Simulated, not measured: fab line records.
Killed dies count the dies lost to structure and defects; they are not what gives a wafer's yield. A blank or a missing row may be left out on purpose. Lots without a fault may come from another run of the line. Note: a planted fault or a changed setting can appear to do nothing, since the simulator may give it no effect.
What tool caused it? || flow berkeley_cmos170 || 14 lots, 42 wafers sampled, at 4 steps of a route of 331

== WHAT THE GAUGES SHOWED, per wafer ==
UCB170_START_BOW_MEAS_00. Usual: INCOMING_BOW typically reads 0 um, with standard deviation 6.4.
{"lot": "L119", "measured": "day 1 10:00", "on": "film_metro-03", "INCOMING_BOW (um)": "-2 -6 15", "flag": ""}
{"lot": "L120", "measured": "day 1 15:01", "on": "film_metro-03", "INCOMING_BOW (um)": "-7 -2 5", "flag": ""}
{"lot": "L123", "measured": "day 2 06:02", "on": "film_metro-02", "INCOMING_BOW (um)": "-3 2 1", "flag": ""}
{"lot": "L126", "measured": "day 2 21:02", "on": "film_metro-03", "INCOMING_BOW (um)": "-7 -7 4", "flag": ""}
{"lot": "L127", "measured": "day 3 02:00", "on": "film_metro-02", "INCOMING_BOW (um)": "2 3 -4", "flag": ""}
{"lot": "L128", "measured": "day 3 07:04", "on": "film_metro-03", "INCOMING_BOW (um)": "-5 -4 3", "flag": ""}
{"lot": "L129", "measured": "day 3 12:00", "on": "film_metro-04", "INCOMING_BOW (um)": "-6 14 9", "flag": ""}
{"lot": "L136", "measured": "day 4 23:01", "on": "film_metro-02", "INCOMING_BOW (um)": "11 -2 -6", "flag": ""}
{"lot": "L137", "measured": "day 5 04:01", "on": "film_metro-04", "INCOMING_BOW (um)": "8 0 0", "flag": ""}
{"lot": "L138", "measured": "day 5 09:01", "on": "film_metro-02", "INCOMING_BOW (um)": "-7 5 7", "flag": ""}
{"lot": "L139", "measured": "day 5 14:00", "on": "film_metro-02", "INCOMING_BOW (um)": "8 -6 1", "flag": ""}
{"lot": "L140", "measured": "day 5 19:00", "on": "film_metro-03", "INCOMING_BOW (um)": "-2 0 -4", "flag": ""}
{"lot": "L141", "measured": "day 6 00:00", "on": "film_metro-03", "INCOMING_BOW (um)": "-3 8 -1", "flag": ""}
{"lot": "L142", "measured": "day 6 05:00", "on": "film_metro-04", "INCOMING_BOW (um)": "-2 7 4", "flag": ""}

UCB170_NWELL_THK_MEAS_02. Usual: NWELL_OXIDE_THK typically reads 26.2 nm, with standard deviation 0.55.
{"lot": "L119", "measured": "day 1 20:35", "on": "film_metro-04", "NWELL_OXIDE_THK (nm)": "27.3 27.3 27.4", "flag": ""}
{"lot": "L120", "measured": "day 2 00:53", "on": "film_metro-03", "NWELL_OXIDE_THK (nm)": "25.7 26.0 25.9", "flag": ""}
{"lot": "L123", "measured": "day 2 20:46", "on": "film_metro-01", "NWELL_OXIDE_THK (nm)": "27.1 27.0 26.7", "flag": ""}
{"lot": "L126", "measured": "day 3 08:17", "on": "film_metro-03", "NWELL_OXIDE_THK (nm)": "26.2 25.8 26.0", "flag": ""}
{"lot": "L127", "measured": "day 3 12:28", "on": "film_metro-04", "NWELL_OXIDE_THK (nm)": "24.8 25.3 25.7", "flag": ""}
{"lot": "L128", "measured": "day 3 19:41", "on": "film_metro-01", "NWELL_OXIDE_THK (nm)": "25.8 26.0 26.2", "flag": ""}
{"lot": "L129", "measured": "day 4 01:26", "on": "film_metro-01", "NWELL_OXIDE_THK (nm)": "26.5 26.7 26.1", "flag": ""}
{"lot": "L136", "measured": "day 5 13:39", "on": "film_metro-01", "NWELL_OXIDE_THK (nm)": "26.4 26.8 26.8", "flag": ""}
{"lot": "L137", "measured": "day 5 18:32", "on": "film_metro-01", "NWELL_OXIDE_THK (nm)": "25.6 26.3 25.4", "flag": ""}
{"lot": "L138", "measured": "day 5 22:17", "on": "film_metro-01", "NWELL_OXIDE_THK (nm)": "26.6 26.9 26.8", "flag": ""}
{"lot": "L139", "measured": "day 5 23:38", "on": "film_metro-04", "NWELL_OXIDE_THK (nm)": "26.4 26.2 26.7", "flag": ""}
{"lot": "L140", "measured": "day 6 07:22", "on": "film_metro-01", "NWELL_OXIDE_THK (nm)": "25.4 26.0 25.5", "flag": ""}
{"lot": "L141", "measured": "day 6 16:03", "on": "film_metro-03", "NWELL_OXIDE_THK (nm)": "25.6 25.6 25.6", "flag": ""}
{"lot": "L142", "measured": "day 7 00:10", "on": "film_metro-03", "NWELL_OXIDE_THK (nm)": "27.3 27.4 27.7", "flag": ""}

UCB170_FIELD_THK_MEAS_02. Usual: FIELD_OXIDE_THK typically reads 555 nm, with standard deviation 10.
{"lot": "L119", "measured": "day 4 17:14", "on": "film_metro-01", "FIELD_OXIDE_THK (nm)": "545 557 546", "flag": ""}
{"lot": "L120", "measured": "day 4 19:32", "on": "film_metro-02", "FIELD_OXIDE_THK (nm)": "545 554 542", "flag": ""}
{"lot": "L123", "measured": "day 5 02:46", "on": "film_metro-04", "FIELD_OXIDE_THK (nm)": "533 538 537", "flag": ""}
{"lot": "L128", "measured": "day 6 04:48", "on": "film_metro-01", "FIELD_OXIDE_THK (nm)": "555 555 556", "flag": ""}
{"lot": "L129", "measured": "day 6 13:11", "on": "film_metro-04", "FIELD_OXIDE_THK (nm)": "555 542 548", "flag": ""}
{"lot": "L136", "measured": "day 8 00:24", "on": "film_metro-04", "FIELD_OXIDE_THK (nm)": "554 552 558", "flag": ""}
{"lot": "L137", "measured": "day 8 14:37", "on": "film_metro-02", "FIELD_OXIDE_THK (nm)": "545 542 543", "flag": ""}
{"lot": "L138", "measured": "day 8 14:37", "on": "film_metro-01", "FIELD_OXIDE_THK (nm)": "547 554 555", "flag": ""}
{"lot": "L139", "measured": "day 8 14:37", "on": "film_metro-04", "FIELD_OXIDE_THK (nm)": "560 556 568", "flag": ""}
{"lot": "L140", "measured": "day 8 21:43", "on": "film_metro-01", "FIELD_OXIDE_THK (nm)": "561 560 557", "flag": ""}
{"lot": "L141", "measured": "day 9 03:50", "on": "film_metro-01", "FIELD_OXIDE_THK (nm)": "554 560 553", "flag": ""}
{"lot": "L142", "measured": "day 9 16:59", "on": "film_metro-04", "FIELD_OXIDE_THK (nm)": "560 558 545", "flag": ""}

== EACH LOT AND THE TOOL THAT RAN IT (in order: tool; ch and the chambers of the sampled wafers; start) ==
{"lot": "L119", "UCB170_PWELL_WET_ETCH_19": "wet_bench-02 ch 1, day 3 02:29"}
{"lot": "L120", "UCB170_PWELL_WET_ETCH_19": "wet_bench-03 ch 1, day 3 07:11"}
{"lot": "L123", "UCB170_PWELL_WET_ETCH_19": "wet_bench-02 ch 1, day 3 17:08"}
{"lot": "L126", "UCB170_PWELL_WET_ETCH_19": "wet_bench-02 ch 2, day 4 13:17"}
{"lot": "L127", "UCB170_PWELL_WET_ETCH_19": "wet_bench-04 ch 3, day 4 13:46"}
{"lot": "L128", "UCB170_PWELL_WET_ETCH_19": "wet_bench-04 ch 1, day 4 19:53"}
{"lot": "L129", "UCB170_PWELL_WET_ETCH_19": "wet_bench-02 ch 2, day 5 02:54"}
{"lot": "L136", "UCB170_PWELL_WET_ETCH_19": "wet_bench-03 ch 2, day 6 16:12"}
{"lot": "L137", "UCB170_PWELL_WET_ETCH_19": "wet_bench-04 ch 1, day 7 00:57"}
{"lot": "L138", "UCB170_PWELL_WET_ETCH_19": "wet_bench-03 ch 2, day 7 01:10"}
{"lot": "L139", "UCB170_PWELL_WET_ETCH_19": "wet_bench-02 ch 2, day 7 01:16"}
{"lot": "L140", "UCB170_PWELL_WET_ETCH_19": "wet_bench-04 ch 3, day 7 11:22"}
{"lot": "L141", "UCB170_PWELL_WET_ETCH_19": "wet_bench-03 ch 1, day 7 21:30"}
{"lot": "L142", "UCB170_PWELL_WET_ETCH_19": "wet_bench-04 ch 1, day 8 03:36"}
- UCB170_PWELL_WET_ETCH_19: etches Si3N4 in H3PO4, time 14400 s.

== WHAT THE TOOLS THEMSELVES READ (means of the sampled wafers that have a number; where no wafer has one, the mark that the record gives instead) ==
UCB170_PWELL_WET_ETCH_19. Usual: bath_guard_temp_C 160.0 C, standard deviation 0.61; bath_heat_duty_pct 27 %, standard deviation 3.5.
{"lot": "L119", "tool": "wet_bench-02", "bath_guard_temp_C (C)": 160.3, "bath_heat_duty_pct (%)": 28, "flag": ""}
{"lot": "L120", "tool": "wet_bench-03", "bath_guard_temp_C (C)": 160.8, "bath_heat_duty_pct (%)": 28, "flag": ""}
{"lot": "L123", "tool": "wet_bench-02", "bath_guard_temp_C (C)": 160.1, "bath_heat_duty_pct (%)": 27, "flag": ""}
{"lot": "L126", "tool": "wet_bench-02", "bath_guard_temp_C (C)": "-", "bath_heat_duty_pct (%)": "-", "flag": "OFF"}
{"lot": "L127", "tool": "wet_bench-04", "bath_guard_temp_C (C)": "-", "bath_heat_duty_pct (%)": "-", "flag": "OFF"}
{"lot": "L128", "tool": "wet_bench-04", "bath_guard_temp_C (C)": 160.6, "bath_heat_duty_pct (%)": 24, "flag": ""}
{"lot": "L129", "tool": "wet_bench-02", "bath_guard_temp_C (C)": 159.5, "bath_heat_duty_pct (%)": 31, "flag": ""}
{"lot": "L136", "tool": "wet_bench-03", "bath_guard_temp_C (C)": 159.6, "bath_heat_duty_pct (%)": 25, "flag": ""}
{"lot": "L137", "tool": "wet_bench-04", "bath_guard_temp_C (C)": 160.2, "bath_heat_duty_pct (%)": 24, "flag": ""}
{"lot": "L138", "tool": "wet_bench-03", "bath_guard_temp_C (C)": 159.4, "bath_heat_duty_pct (%)": 25, "flag": ""}
{"lot": "L139", "tool": "wet_bench-02", "bath_guard_temp_C (C)": 159.1, "bath_heat_duty_pct (%)": 32, "flag": ""}
{"lot": "L140", "tool": "wet_bench-04", "bath_guard_temp_C (C)": 159.9, "bath_heat_duty_pct (%)": 29, "flag": ""}
{"lot": "L141", "tool": "wet_bench-03", "bath_guard_temp_C (C)": 160.7, "bath_heat_duty_pct (%)": 28, "flag": ""}
{"lot": "L142", "tool": "wet_bench-04", "bath_guard_temp_C (C)": 160.4, "bath_heat_duty_pct (%)": 24, "flag": ""}

== THE ANSWER, worked out from the rows above alone ==
Rule: take the mean of a lot's wafers that have a number; if it is more than 3 standard deviations from the usual mean, the lot is off. A lot without any number at a reading at which 4 lots or more have one is off too. Where the step has rows for the other lots, those lots are counted as sound. First the gauges in route order, then the tools' own readings, where a lot's mean is used as printed above. The first step at which some lot is off is used, and at that step the reading that is off furthest; a lot without a number counts as furthest.
Off: L126, L127, at UCB170_PWELL_WET_ETCH_19 (bath_guard_temp_C). Without a number there: L126, L127.
If a tool, at that step or one of the process steps before it, ran each lot that is off and ran no sound lot following the first of them, it fits. Not one of the candidates tried fits.

== WHAT THE SIMULATOR HAD PUT IN ==
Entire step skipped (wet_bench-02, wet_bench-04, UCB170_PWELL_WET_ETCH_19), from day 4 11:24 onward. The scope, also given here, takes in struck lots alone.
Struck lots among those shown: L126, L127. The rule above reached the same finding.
